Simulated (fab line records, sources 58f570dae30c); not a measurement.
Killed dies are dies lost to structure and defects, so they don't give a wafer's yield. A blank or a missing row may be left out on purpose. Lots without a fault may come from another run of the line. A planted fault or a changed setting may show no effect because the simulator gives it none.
Which tool did it? | flow berkeley_cmos170 | 7 lots, 21 wafers sampled, at 2 steps of a route of 331

WHAT THE GAUGES READ, wafer by wafer
UCB170_SILICIDE_THK_MEAS_03: measures by xrf.
lot  | measured     | on            | SILICIDE_TI_THK (nm)
L295 | day 7 14:32  | film_metro-03 | 29.8 29.8 29.6
L297 | day 7 15:03  | film_metro-02 | 29.6 29.0 29.4
L301 | day 8 16:57  | film_metro-04 | 30.1 30.1 30.0
L309 | day 10 05:42 | film_metro-04 | 30.0 30.4 30.1
L312 | day 10 19:18 | film_metro-03 | 30.1 30.4 30.4
L315 | day 11 09:45 | film_metro-04 | 30.4 30.7 30.8

WHICH TOOL RAN EACH LOT (tool, then ch and the chambers of the sampled wafers, then the start)
lot  | UCB170_SPACER_ETCHBACK_03
L295 | rie_diel-03 ch 0,2,3, day 7 07:04
L297 | rie_diel-01 ch 2,3, day 7 07:04
L298 | rie_diel-01 ch 2,3, day 8 01:20
L301 | rie_diel-03 ch 0,1,2, day 8 09:35
L309 | rie_diel-01 ch 2,3, day 10 00:15
L312 | rie_diel-03 ch 2,3, day 10 13:06
L315 | rie_diel-02 ch 1,3, day 11 02:05
- UCB170_SPACER_ETCHBACK_03: etches SiO2 in CHF3/CF4/Ar, stops on Si, target depth 376 nm, time 100 s.

THE ANSWER, worked out from the rows above alone
Rule: what is usual is taken from the lots themselves. Put in order of their means at a reading, lots are off if they are a third of the lots or fewer, leave a main group of 4 or more, and stand apart from it by a gap of 3 or more times the standard deviation of the main group's means; of several such gaps the widest counts. A main group whose means are all the same, to the digits that the tables above print for the reading, isn't used. A lot without any number at a reading at which 4 lots or more have one is off too. The other lots that the step has rows for count as sound.
No lot is off at any reading shown: from this, nothing can be told.

WHAT THE SIMULATOR HAD PUT IN
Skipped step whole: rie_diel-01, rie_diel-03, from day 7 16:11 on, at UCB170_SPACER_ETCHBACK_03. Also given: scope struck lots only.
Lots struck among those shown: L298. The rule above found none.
